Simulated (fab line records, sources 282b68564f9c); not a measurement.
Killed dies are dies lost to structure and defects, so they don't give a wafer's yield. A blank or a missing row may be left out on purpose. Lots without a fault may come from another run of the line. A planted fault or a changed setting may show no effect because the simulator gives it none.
One fault seen from 2 desks | flow rit_cmos | each desk has only its own numbers; what lay behind them comes last

THE TOOL OWNER'S DESK: lpcvd-02
The tool's own readings at RIT_ACTIVE_CVD_03 (deposits Si3N4 from SiH2Cl2/NH3, target thk 150 nm, time 1500 s): means of the sampled wafers that have a number, for each lot that ran on this tool. A lot is out of limits, marked OUT, if its mean lies more than 4 standard deviations from the usual mean; the brackets give that distance.
Columns: A = spike_tc_centre_C at RIT_ACTIVE_CVD_03, usual 813.3 C; B = spike_tc_load_C at RIT_ACTIVE_CVD_03, usual 831.3 C; C = zone_power_centre_pct at RIT_ACTIVE_CVD_03, usual 39.5 %; D = zone_power_source_pct at RIT_ACTIVE_CVD_03, usual 20.09 %
lot  | first seen here | A               | B     | C               | D
L286 | day 2 20:05     | 814.4           | 827.5 | 44.6            | 20.20
L293 | day 4 06:53     | 814.1           | 828.5 | 44.6            | 20.35
L294 | day 4 10:07     | 813.4           | 827.8 | 44.8            | 20.12
L296 | day 4 20:41     | 841.8 (+24) OUT | 827.3 | 56.6 (+5.7) OUT | 18.75 (-7.1) OUT
L297 | day 5 01:20     | 841.7 (+24) OUT | 827.0 | 56.7 (+5.7) OUT | 18.83 (-6.6) OUT
This desk's finding: out of limits on L296, L297; first on L296, day 4 20:41 (spike_tc_centre_C at RIT_ACTIVE_CVD_03). In limits: L286, L293, L294.

THE METROLOGY DESK
What the gauges read, lot by lot, whatever tool the lot ran on: means of the sampled wafers that have a number. A lot is out of limits, marked OUT, if its mean lies more than 4 standard deviations from the usual mean; the brackets give that distance.
Columns: A = ACTIVE_NITRIDE_THK at RIT_ACTIVE_THK_MEAS_04, usual 150.2 nm
lot  | first seen here | A
L280 | day 1 13:39     | 152.8
L283 | day 2 04:33     | 149.9
L285 | day 2 14:39     | 149.9
L286 | day 2 21:31     | 151.6
L287 | day 3 01:21     | 148.5
L288 | day 3 05:38     | 150.2
L289 | day 3 11:51     | 151.6
L290 | day 3 15:32     | 149.6
L292 | day 4 01:32     | 148.8
L293 | day 4 08:19     | 152.9
L294 | day 4 11:32     | 149.1
L295 | day 4 17:52     | 150.2
L296 | day 4 22:07     | 168.4 (+14) OUT
L297 | day 5 02:46     | 166.7 (+13) OUT
This desk's finding: out of limits on L296, L297; first on L296, day 4 22:07 (ACTIVE_NITRIDE_THK at RIT_ACTIVE_THK_MEAS_04). In limits: L280, L283, L285, L286, L287, L288, L289, L290, L292, L293, L294, L295.

PUT TOGETHER
The tool owner's desk could have raised an alarm at day 4 20:41, on L296, L297.
The metrology desk could have raised an alarm at day 4 22:07, on L296, L297.
Of the lots named, all ran RIT_ACTIVE_CVD_03 on lpcvd-02.

WHAT THE SIMULATOR HAD PUT IN
Process parameter drift: lpcvd-02, from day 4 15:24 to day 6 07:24, at RIT_ACTIVE_CVD_03. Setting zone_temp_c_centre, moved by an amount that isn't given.
Lots struck among those shown: L296, L297.
Hours from the fault's start to each desk's first reading out of limits: the tool owner's desk, 5; the metrology desk, 7.
